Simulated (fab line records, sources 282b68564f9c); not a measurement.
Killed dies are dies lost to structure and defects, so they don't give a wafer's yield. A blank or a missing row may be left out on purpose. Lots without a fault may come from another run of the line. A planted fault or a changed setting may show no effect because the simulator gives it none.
Which tool did it? | flow rit_cmos | 15 lots, 45 wafers sampled, at 5 steps of a route of 202

WHAT THE GAUGES READ, wafer by wafer
RIT_FOX1_THK_MEAS_01. Usual: FOX1_OXIDE_THK 349 nm, standard deviation 4.7.
lot  | measured    | on            | FOX1_OXIDE_THK (nm) | flag
L624 | day 1 18:22 | film_metro-01 | 341 352 346         |
L625 | day 1 23:03 | film_metro-04 | 350 354 350         |
L626 | day 2 03:44 | film_metro-02 | 352 345 346         |
L627 | day 2 08:32 | film_metro-01 | 351 349 346         |
L629 | day 2 19:13 | film_metro-02 | 342 344 343         |
L631 | day 3 03:59 | film_metro-04 | 358 355 361         |
L632 | day 3 08:52 | film_metro-01 | 354 353 350         |
L634 | day 3 19:14 | film_metro-01 | 352 349 352         |
L635 | day 4 00:28 | film_metro-01 | 354 351 352         |
L636 | day 4 05:27 | film_metro-01 | 344 345 348         |
L637 | day 4 09:59 | film_metro-04 | 356 348 348         |
L638 | day 4 14:59 | film_metro-04 | 344 353 348         |
L639 | day 4 20:39 | film_metro-02 | 349 349 348         |
L640 | day 5 01:53 | film_metro-01 | 354 349 349         |
L646 | day 6 06:49 | film_metro-01 | 345 341 345         |

RIT_PSD_OVL_MEAS_06. Usual: PSD_OVL -0.3 nm, standard deviation 1.2.
lot  | measured    | on         | PSD_OVL (nm)   | flag
L624 | day 3 06:13 | overlay-01 | 0.1 0.5 0.6    |
L625 | day 3 06:20 | overlay-02 | 1.9 -0.1 0.0   |
L626 | day 3 10:40 | overlay-01 | 1.3 0.7 0.5    |
L627 | day 3 14:56 | overlay-02 | -0.7 0.5 -2.8  |
L629 | day 4 01:58 | overlay-02 | 0.2 -0.4 0.8   |
L631 | day 4 10:38 | overlay-02 | -1.7 -2.9 -1.0 |
L632 | day 4 17:03 | overlay-02 | -0.3 -1.1 -1.3 |
L634 | day 5 03:53 | overlay-02 | -1.8 -1.6 0.2  |
L635 | day 5 07:23 | overlay-02 | 0.2 -1.1 -1.3  |
L636 | day 5 12:42 | overlay-02 | -0.6 -0.1 3.2  |
L637 | day 5 18:31 | overlay-01 | -3.1 -1.9 -1.4 |
L638 | day 5 22:58 | overlay-02 | 1.3 -0.8 -2.4  |
L639 | day 6 04:16 | overlay-01 | -0.8 0.0 -0.5  |
L640 | day 6 08:15 | overlay-01 | -0.1 0.2 1.4   |
L646 | day 7 14:25 | overlay-01 | -0.6 -2.4 -1.4 |

RIT_CONTACT_CD_MEAS_08: target cd 1000 nm. Usual: cd_nm 1000.0 nm, standard deviation 2.9.
lot  | measured    | on        | cd_nm (nm)           | flag
L624 | day 3 09:48 | cd_sem-01 | 998.0 999.3 996.7    |
L625 | day 3 09:56 | cd_sem-02 | 999.9 999.4 1000.1   |
L626 | day 3 13:46 | cd_sem-02 | 995.5 993.4 993.7    |
L627 | day 3 18:05 | cd_sem-02 | 999.8 1000.5 999.5   |
L629 | day 4 05:21 | cd_sem-02 | 1004.7 1006.0 1003.8 |
L631 | day 4 13:50 | cd_sem-01 | 997.8 998.8 998.9    |
L632 | day 4 20:23 | cd_sem-02 | 998.8 1001.9 1001.9  |
L634 | day 5 06:57 | cd_sem-01 | 998.9 999.0 996.9    |
L635 | day 5 10:35 | cd_sem-01 | 1001.2 1002.5 1000.5 |
L636 | day 5 15:48 | cd_sem-01 | 989.0 987.5 986.9    | OFF
L637 | day 5 21:38 | cd_sem-02 | 986.8 988.5 988.6    | OFF
L638 | day 6 02:11 | cd_sem-02 | 995.9 996.6 994.0    |
L639 | day 6 07:44 | cd_sem-02 | 992.8 990.3 990.5    | OFF
L640 | day 6 11:37 | cd_sem-02 | 1003.1 1002.6 1005.8 |
L646 | day 7 17:34 | cd_sem-01 | 1002.0 1002.1 1000.6 |

WHICH TOOL RAN EACH LOT (tool, then ch and the chambers of the sampled wafers, then the start)
lot  | RIT_NRETRO_STRIP_09                 | RIT_CONTACT_DEVELOP_07
L624 | plasma_asher-02 ch 0,1, day 2 07:10 | litho_track-03 ch 0, day 3 09:00
L625 | plasma_asher-02 ch 0,1, day 2 11:59 | litho_track-01 ch 0, day 3 09:00
L626 | plasma_asher-02 ch 0, day 2 16:28   | litho_track-03 ch 0, day 3 13:00
L627 | plasma_asher-02 ch 0,1, day 2 20:58 | litho_track-01 ch 0, day 3 17:00
L629 | plasma_asher-03 ch 0,1, day 3 07:42 | litho_track-01 ch 0, day 4 05:00
L631 | plasma_asher-02 ch 0,1, day 3 16:31 | litho_track-01 ch 0, day 4 13:00
L632 | plasma_asher-02 ch 0,1, day 3 21:21 | litho_track-04 ch 0, day 4 20:00
L634 | plasma_asher-02 ch 1, day 4 07:38   | litho_track-03 ch 0, day 5 06:00
L635 | plasma_asher-03 ch 0,1, day 4 13:43 | litho_track-01 ch 0, day 5 10:00
L636 | plasma_asher-03 ch 0,1, day 4 18:02 | litho_track-01 ch 0, day 5 15:00
L637 | plasma_asher-03 ch 0, day 4 22:20   | litho_track-01 ch 0, day 5 21:00
L638 | plasma_asher-03 ch 0,1, day 5 03:23 | litho_track-03 ch 0, day 6 01:00
L639 | plasma_asher-02 ch 0,1, day 5 10:11 | litho_track-01 ch 0, day 6 07:00
L640 | plasma_asher-03 ch 1, day 5 14:11   | litho_track-04 ch 0, day 6 11:00
L646 | plasma_asher-02 ch 0,1, day 6 19:59 | litho_track-03 ch 0, day 7 17:00
- RIT_NRETRO_STRIP_09: strips in O2, time 180 s.
- RIT_CONTACT_DEVELOP_07: develop time 120 s.

WHAT THE TOOLS THEMSELVES READ (means of the sampled wafers that have a number; where no wafer has one, the mark that the record gives instead)
RIT_NRETRO_STRIP_09. Usual: drypump_motor_current_A 5.5 A, standard deviation 0.35.
lot  | tool            | drypump_motor_current_A (A) | flag
L624 | plasma_asher-02 | 5.7                         |
L625 | plasma_asher-02 | 5.7                         |
L626 | plasma_asher-02 | 6.1                         |
L627 | plasma_asher-02 | 5.7                         |
L629 | plasma_asher-03 | 5.3                         |
L631 | plasma_asher-02 | 5.9                         |
L632 | plasma_asher-02 | 5.9                         |
L634 | plasma_asher-02 | 5.5                         |
L635 | plasma_asher-03 | 5.3                         |
L636 | plasma_asher-03 | 5.3                         |
L637 | plasma_asher-03 | 5.4                         |
L638 | plasma_asher-03 | 5.3                         |
L639 | plasma_asher-02 | 5.9                         |
L640 | plasma_asher-03 | 5.1                         |
L646 | plasma_asher-02 | 5.7                         |

RIT_CONTACT_DEVELOP_07. Usual: developer_temp_C 23.03 C, standard deviation 0.099.
lot  | tool           | developer_temp_C (C) | flag
L624 | litho_track-03 | 23.13                |
L625 | litho_track-01 | 23.16                |
L626 | litho_track-03 | 23.09                |
L627 | litho_track-01 | 23.03                |
L629 | litho_track-01 | 22.87                |
L631 | litho_track-01 | 22.99                |
L632 | litho_track-04 | 23.00                |
L634 | litho_track-03 | 22.97                |
L635 | litho_track-01 | 23.04                |
L636 | litho_track-01 | 25.34                | OFF
L637 | litho_track-01 | 25.40                | OFF
L638 | litho_track-03 | 23.08                |
L639 | litho_track-01 | 25.34                | OFF
L640 | litho_track-04 | 23.03                |
L646 | litho_track-03 | 22.93                |

THE ANSWER, worked out from the rows above alone
Rule: a lot is off if the mean of its wafers that have a number lies more than 3 standard deviations from the usual mean. A lot without any number at a reading at which 4 lots or more have one is off too. The other lots that the step has rows for count as sound. The gauges are gone through in route order, then the tools' own readings, and for those a lot's mean is taken as printed above. The first step at which some lot is off is used, and at that step the reading that is off furthest; a lot without a number counts as furthest.
Off: L636, L637, L639, at RIT_CONTACT_CD_MEAS_08 (cd_nm).
A tool fits if, at a process step before that reading, it ran every lot that is off, and no sound lot after the first of them. The gauges at RIT_CONTACT_CD_MEAS_08 aren't tried: what is off there is off at RIT_CONTACT_DEVELOP_07 too, on other tools, and a gauge's error can't cause that. One fits: litho_track-01 at RIT_CONTACT_DEVELOP_07. Its last sound lot is L635 (day 5 10:00), its first lot that is off L636 (day 5 15:00): a fault that began between those two fits.
The tool's own readings at RIT_CONTACT_DEVELOP_07 bear it out: on the lots that are off they differ by more than 5 times the standard deviation of the sound lots' means. developer_temp_C reads 25.36 C there against 23.03 C on the sound lots.

WHAT THE SIMULATOR HAD PUT IN
Process parameter drift: litho_track-01, from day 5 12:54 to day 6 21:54, at RIT_CONTACT_DEVELOP_07. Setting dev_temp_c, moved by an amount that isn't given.
Lots struck among those shown: L636, L637, L639. The rule above found the same.
